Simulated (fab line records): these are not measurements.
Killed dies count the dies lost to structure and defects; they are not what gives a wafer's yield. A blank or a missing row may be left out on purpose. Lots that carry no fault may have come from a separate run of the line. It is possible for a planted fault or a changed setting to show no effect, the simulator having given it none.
fab line records	flow rit_cmos
record lots=14	wafers=42	last_day=7
route steps=202 shown ACTIVE@2 FOX1@21 PSD@148 M1@202
lots that met no fault: from a run of the same line without faults
start_h: hours from the record's opening day to when the first of the lot's shown wafers began	wait_h: how many hours have passed since the lot's step before this one	" repeats the value in the row above	L1.1+2: one row covering several wafers at once	- no value, or no start given	* or withheld: withheld	< > ~ a bound
route shown NAME@n: names a module that has steps shown in the file, with the first one's number in the route	usual: the fault-free wafers' mean and standard deviation	same: alike in all rows	chamber/n: place in a boat	sites: per-site readings	_std_site: their standard deviation	_edge_site: outer sites' mean less inner sites'	radius_mm: how far each site lies from the wafer's centre	mask NAME#n: copy n	behind: tool/chamber where the wafer was last shaped	hold: the reason the lot was held/the length of the hold in hours/how it ended	device: transistor that didn't switch, given as n, p or np	end of line: tests of these same wafers at the route's end	step lacking rows: just its recipe	killed: the dies lost at the first sort to structure and to defects; this is not the yield of the wafer	map: per-die view of a wafer (x killed, . not killed, _ where there is no die)
set.NAME: the setting as run; set.NAME@STEP: as run at that earlier step	model.NAME: the simulator's own value behind a step, which no gauge read
steps of the route over a sample of lots; a table a step, a row a wafer
services: the hour from which a tool's chamber was out of use, counted from the record's first day as start_h (under 0 if before that day), plus the number of hours and why
## steps
# step RIT_ACTIVE_OXIDATION_01
# recipe temp_c=1000	ambient=O2	target_thk_a=468	ox_time_s=3360
# usual spike_tc_centre_C=1002.5/0.96	spike_tc_load_C=1027.6/1.5	spike_tc_source_C=1027.2/2	tube_center_temp_C=1000/0.097	tube_center_temp_C_max=1002.6/0.39
# same ox_time_s=3360
lot.wafer	tool	chamber	start_h	wait_h	spike_tc_centre_C	spike_tc_load_C	spike_tc_source_C	tube_center_temp_C	tube_center_temp_C_max
L480.1	furnace-01	0	10.51	0.5	1002.1	1027.7	1026.6	1000	1002.6
L480.4	"	0	"	"	1001.6	1029.4	1025.5	999.91	1002.4
L480.6	"	0	"	"	1002.6	1028.9	1026.8	999.9	1002.3
L481.2	furnace-04	0	15.12	0.1	1003.3	1026.3	1029.4	1000	1002.6
L481.4	"	0	"	"	1002.4	1027.6	1031.0	999.81	1002.1
L481.6	"	0	"	"	1003.9	1025.5	1028.3	1000	1002.6
L482.1	furnace-01	0	20.93	0.9	1001.6	1028.8	1026.5	1000.1	1003.1
L482.3	"	0	"	"	1002.2	1028.3	1025.0	1000	1002.4
L482.4	"	0	"	"	1001.9	1028.5	1025.5	999.96	1002.3
L483.1	furnace-04	0	27.56	2.5	1001.7	1027.2	1030.0	999.88	1002.4
L483.4	"	0	"	"	1004.2	1026.2	1028.5	999.97	1003.3
L483.6	"	0	"	"	1001.4	1027.7	1029.2	999.99	1002.4
L484.3	furnace-04	0	31.06	1.0	1001.5	1027.7	1027.7	1000	1002.6
L484.4	"	0	"	"	1001.6	1027.9	1031.0	999.95	1002.1
L484.6	"	0	"	"	1001.8	1027.3	1030.4	1000	1002.3
L485.3	furnace-01	0	36.20	1.1	1003.5	1029.5	1025.5	1000	1002.3
L485.4	"	0	"	"	1002.5	1029.8	1025.9	1000	1002.2
L485.6	"	0	"	"	1003.2	1028.6	1024.7	1000.1	1003.0
L486.1	furnace-03	0	41.10	1.1	1003.0	1026.6	1025.2	999.99	1002.4
L486.2	"	0	"	"	1001.3	1027.6	1025.0	1000.1	1003.2
L486.6	"	0	"	"	1004.0	1025.9	1024.5	1000.1	1002.6
L487.3	furnace-01	0	46.28	1.2	1002.6	1031.4	1027.4	1000	1002.4
L487.4	"	0	"	"	1001.5	1030.6	1024.6	999.81	1002.0
L487.5	"	0	"	"	1002.2	1028.8	1026.8	1000.2	1003.1
L488.2	furnace-03	0	50.51	0.5	1002.1	1026.4	1026.1	1000	1002.5
L488.3	"	0	"	"	1002.3	1025.7	1028.5	1000.1	1002.3
L488.4	"	0	"	"	1003.3	1027.5	1027.0	999.9	1002.5
L489.1	furnace-04	0	56.01	1.0	1002.1	1028.0	1031.0	999.94	1002.4
L489.2	"	0	"	"	1001.3	1027.7	1030.3	1000	1002.5
L489.3	"	0	"	"	1001.5	1026.5	1031.4	999.78	1002.3
L491.1	furnace-03	0	65.12	0.1	1002.8	1028.0	1024.8	999.99	1002.8
L491.4	"	0	"	"	1003.4	1024.9	1026.1	999.87	1002.2
L491.5	"	0	"	"	1001.8	1027.6	1026.2	999.98	1002.5
L496.1	furnace-01	0	90.44	0.4	1003.7	1028.8	1025.9	999.97	1002.8
L496.3	"	0	"	"	1001.7	1029.0	1026.2	1000.1	1002.7
L496.4	"	0	"	"	1002.9	1028.0	1024.8	999.88	1002.2
L497.2	furnace-03	0	95.75	0.7	979.5	1003.5	1002.1	975.89	978.8
L497.3	"	0	"	"	978.5	1000.1	1001.9	975.87	978.6
L497.6	"	0	"	"	976.9	1002.1	1002.6	975.93	979.2
L500.1	furnace-03	0	111.41	1.4	978.3	1001.2	1001.4	975.91	978.3
L500.2	"	0	"	"	978.6	1003.2	999.9	976.12	978.6
L500.4	"	0	"	"	977.6	1001.2	1001.8	975.96	979.3
# step RIT_ACTIVE_THK_MEAS_02
# recipe reads=SiO2_of_ACTIVE_OXIDATION_01
# usual ACTIVE_OXIDE_THK=47.1/0.88
lot.wafer	tool	chamber	start_h	wait_h	ACTIVE_OXIDE_THK[nm]
L480.1	film_metro-03	-	12.44	0.0	46.4
L480.4	"	-	"	"	47.0
L480.6	"	-	"	"	47.4
L481.2	film_metro-04	-	17.06	0.0	47.4
L481.4	"	-	"	"	47.5
L481.6	"	-	"	"	47.1
L482.1	film_metro-04	-	22.86	0.0	46.1
L482.3	"	-	"	"	45.6
L482.4	"	-	"	"	46.2
L483.1	film_metro-02	-	29.50	0.0	48.7
L483.4	"	-	"	"	49.5
L483.6	"	-	"	"	48.4
L484.3	film_metro-02	-	33.01	0.0	47.7
L484.4	"	-	"	"	47.6
L484.6	"	-	"	"	48.2
L485.3	film_metro-03	-	38.15	0.0	48.4
L485.4	"	-	"	"	46.9
L485.6	"	-	"	"	47.9
L486.1	film_metro-04	-	43.04	0.0	46.8
L486.2	"	-	"	"	47.3
L486.6	"	-	"	"	47.2
L487.3	film_metro-03	-	48.23	0.0	47.2
L487.4	"	-	"	"	47.0
L487.5	"	-	"	"	47.5
L488.2	film_metro-03	-	52.45	0.0	47.7
L488.3	"	-	"	"	47.5
L488.4	"	-	"	"	46.7
L489.1	film_metro-04	-	57.94	0.0	47.7
L489.2	"	-	"	"	47.1
L489.3	"	-	"	"	47.1
L491.1	film_metro-03	-	67.05	0.0	48.4
L491.4	"	-	"	"	47.8
L491.5	"	-	"	"	48.1
L496.1	film_metro-02	-	92.37	0.0	47.4
L496.3	"	-	"	"	48.0
L496.4	"	-	"	"	47.6
L497.2	film_metro-03	-	97.69	0.0	38.0
L497.3	"	-	"	"	37.9
L497.6	"	-	"	"	37.7
L500.1	film_metro-02	-	113.35	0.0	36.7
L500.2	"	-	"	"	36.9
L500.4	"	-	"	"	36.5
# step RIT_ACTIVE_CD_MEAS_90
# recipe target_cd_nm=1400
# usual cd_nm=1400.3/2.4
lot.wafer	tool	chamber	start_h	wait_h	cd_nm
L480.1	cd_sem-02	-	16.29	0.1	1399.6
L480.4	"	-	"	"	1398.7
L480.6	"	-	"	"	1401.6
L481.2	cd_sem-01	-	20.04	0.1	1402.1
L481.4	"	-	"	"	1400.2
L481.6	"	-	"	"	1400.7
L482.1	cd_sem-01	-	25.83	0.1	1397.4
L482.3	"	-	"	"	1397.3
L482.4	"	-	"	"	1397.6
L483.1	cd_sem-02	-	32.65	0.1	1400.6
L483.4	"	-	"	"	1397.4
L483.6	"	-	"	"	1400.0
L484.3	cd_sem-01	-	36.12	0.1	1394.6
L484.4	"	-	"	"	1396.8
L484.6	"	-	"	"	1397.0
L485.3	cd_sem-01	-	41.14	0.1	1403.4
L485.4	"	-	"	"	1400.8
L485.6	"	-	"	"	1401.7
L486.1	cd_sem-01	-	46.00	0.1	1398.1
L486.2	"	-	"	"	1398.9
L486.6	"	-	"	"	1398.5
L487.3	cd_sem-01	-	51.25	0.1	1404.0
L487.4	"	-	"	"	1402.5
L487.5	"	-	"	"	1402.1
L488.2	cd_sem-01	-	55.55	0.1	1398.4
L488.3	"	-	"	"	1400.7
L488.4	"	-	"	"	1401.2
L489.1	cd_sem-01	-	60.90	0.1	1399.4
L489.2	"	-	"	"	1398.0
L489.3	"	-	"	"	1399.0
L491.1	cd_sem-01	-	70.47	0.1	1403.6
L491.4	"	-	"	"	1402.3
L491.5	"	-	"	"	1401.7
L496.1	cd_sem-01	-	95.54	0.1	1401.4
L496.3	"	-	"	"	1401.2
L496.4	"	-	"	"	1401.0
L497.2	cd_sem-01	-	100.79	0.1	1399.0
L497.3	"	-	"	"	1402.5
L497.6	"	-	"	"	1400.8
L500.1	cd_sem-02	-	116.38	0.1	1397.1
L500.2	"	-	"	"	1396.9
L500.4	"	-	"	"	1397.2
# step RIT_FOX1_THK_MEAS_01
# recipe reads=SiO2_of_FOX1_OXIDATION_00
# usual FOX1_OXIDE_THK=354/8.1
lot.wafer	tool	chamber	start_h	wait_h	FOX1_OXIDE_THK[nm]
L480.1	film_metro-04	-	18.37	0.0	370
L480.4	"	-	"	"	367
L480.6	"	-	"	"	367
L481.2	film_metro-01	-	22.49	0.0	364
L481.4	"	-	"	"	367
L481.6	"	-	"	"	369
L482.1	film_metro-01	-	31.06	0.0	363
L482.3	"	-	"	"	365
L482.4	"	-	"	"	367
L483.1	film_metro-01	-	34.48	0.0	357
L483.4	"	-	"	"	361
L483.6	"	-	"	"	358
L484.3	film_metro-04	-	38.54	0.0	359
L484.4	"	-	"	"	354
L484.6	"	-	"	"	360
L485.3	film_metro-01	-	44.80	0.0	352
L485.4	"	-	"	"	363
L485.6	"	-	"	"	355
L486.1	film_metro-04	-	49.43	0.0	352
L486.2	"	-	"	"	352
L486.6	"	-	"	"	348
L487.3	film_metro-03	-	53.06	0.0	355
L487.4	"	-	"	"	350
L487.5	"	-	"	"	354
L488.2	film_metro-01	-	58.57	0.0	348
L488.3	"	-	"	"	354
L488.4	"	-	"	"	349
L489.1	film_metro-04	-	64.35	0.0	341
L489.2	"	-	"	"	339
L489.3	"	-	"	"	341
L491.1	film_metro-04	-	73.69	0.0	366
L491.4	"	-	"	"	364
L491.5	"	-	"	"	361
L496.1	film_metro-01	-	99.25	0.0	339
L496.3	"	-	"	"	348
L496.4	"	-	"	"	342
L497.2	film_metro-04	-	103.74	0.0	352
L497.3	"	-	"	"	350
L497.6	"	-	"	"	353
L500.1	film_metro-01	-	119.03	0.0	360
L500.2	"	-	"	"	361
L500.4	"	-	"	"	361
# step RIT_PSD_OVL_MEAS_06
# usual PSD_OVL=-0.2/1.4
lot.wafer	tool	chamber	start_h	wait_h	PSD_OVL[nm]
L480.1	overlay-02	-	52.04	-	0.2
L480.4	"	-	"	"	-0.8
L480.6	"	-	"	"	-0.4
L481.2	overlay-02	-	58.88	-	-0.4
L481.4	"	-	"	"	-1.4
L481.6	"	-	"	"	-0.4
L482.1	overlay-01	-	65.53	-	0.5
L482.3	"	-	"	"	1.4
L482.4	"	-	"	"	1.2
L483.1	overlay-02	-	68.45	-	-1.6
L483.4	"	-	"	"	-1.4
L483.6	"	-	"	"	-0.8
L484.3	overlay-02	-	73.28	-	1.1
L484.4	"	-	"	"	-1.3
L484.6	"	-	"	"	-1.3
L485.3	overlay-02	-	80.02	-	0.6
L485.4	"	-	"	"	0.2
L485.6	"	-	"	"	0.2
L486.1	overlay-02	-	82.10	-	-2.8
L486.2	"	-	"	"	-1.7
L486.6	"	-	"	"	-1.9
L487.3	overlay-01	-	86.86	-	1.6
L487.4	"	-	"	"	0.9
L487.5	"	-	"	"	1.1
L488.2	overlay-01	-	95.28	-	-0.7
L488.3	"	-	"	"	0.7
L488.4	"	-	"	"	0.8
L489.1	overlay-02	-	103.81	-	-0.7
L489.2	"	-	"	"	-0.4
L489.3	"	-	"	"	-0.7
L491.1	overlay-02	-	108.94	-	-3.7
L491.4	"	-	"	"	-2.2
L491.5	"	-	"	"	-2.1
L496.1	overlay-02	-	133.33	-	-2.5
L496.3	"	-	"	"	-1.4
L496.4	"	-	"	"	-1.4
L497.2	overlay-02	-	137.69	-	-2.7
L497.3	"	-	"	"	-0.4
L497.6	"	-	"	"	-0.5
L500.1	overlay-01	-	153.70	-	-0.7
L500.2	"	-	"	"	-0.1
L500.4	"	-	"	"	2.2
# step RIT_M1_PROBE_99
# usual killed_at_contacts=0.1/0.34	killed_at_front_end=7.0/2.9	killed_dies=7.2/2.9	killed_open=3.6/1.9	killed_short=3.5/2.1
# same gross_dies=264	killed_at_M0_to_M3=0	killed_at_M4_up=0	killed_at_back_side=0	killed_at_other=0
lot.wafer	tool	chamber	start_h	wait_h	killed_at_contacts	killed_at_front_end	killed_dies	killed_open	killed_short
L487.3	prober-02	-	95.48	0.2	0	9	9	4	5
L487.4	prober-02	-	95.53	0.2	0	3	3	3	0
L487.5	prober-02	-	95.58	0.2	0	6	6	4	2
# killed by level:class
L487.3 GATE:geometric_particle:open=2 GATE:geometric_particle:short=2 FOX2:geometric_particle:short=1 FOX2:geometric_particle:open=1 SPACER:geometric_particle:open=1 SPACER:geometric_particle:short=1 SILICIDE:geometric_particle:short=1
L487.4 GATE:geometric_particle:open=2 SPACER:geometric_particle:open=1
L487.5 GATE:geometric_particle:open=2 REOX:geometric_particle:open=2 GATE:geometric_particle:short=1 SPACER:geometric_particle:short=1
## services
tool	chamber	start_h	hours	kind
furnace-01	-	-10.19	3.5	pm
furnace-01	-	27.54	3.7	pm
furnace-04	-	35.81	3.0	pm
## key
first_sign step=RIT_ACTIVE_OXIDATION_01	reading=tube_center_temp_C	direction=down	sigmas=99+	usual=*	struck=*
effect step=RIT_ACTIVE_OXIDATION_01	reading=tube_center_temp_C_max	direction=down	sigmas=61	usual=*	struck=*
effect step=RIT_ACTIVE_THK_MEAS_02	reading=ACTIVE_OXIDE_THK	direction=down	sigmas=11	usual=47.1	struck=37.3
met_at RIT_ACTIVE_OXIDATION_01
struck_lots L497,L500
tester_left_out L497,L500
not_acting_at RIT_ACTIVE_CD_MEAS_90,RIT_FOX1_THK_MEAS_01,RIT_PSD_OVL_MEAS_06
onset_between 65.12 95.75
fault kind=process_parameter_drift	tool=furnace-03	chamber=-	onset_h=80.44	steps=RIT_ACTIVE_OXIDATION_01	channel=temp_c	offset=*	shape=step	end_h=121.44	acts_in=*	stated=*
# tester_left_out: of these lots the tester's yield and bins aren't shown, on N5 and GAA mostly nor the transistor test; their killed dies are dies lost to structure and defects alone, not to doping, threshold or leakage, so they don't give the yield
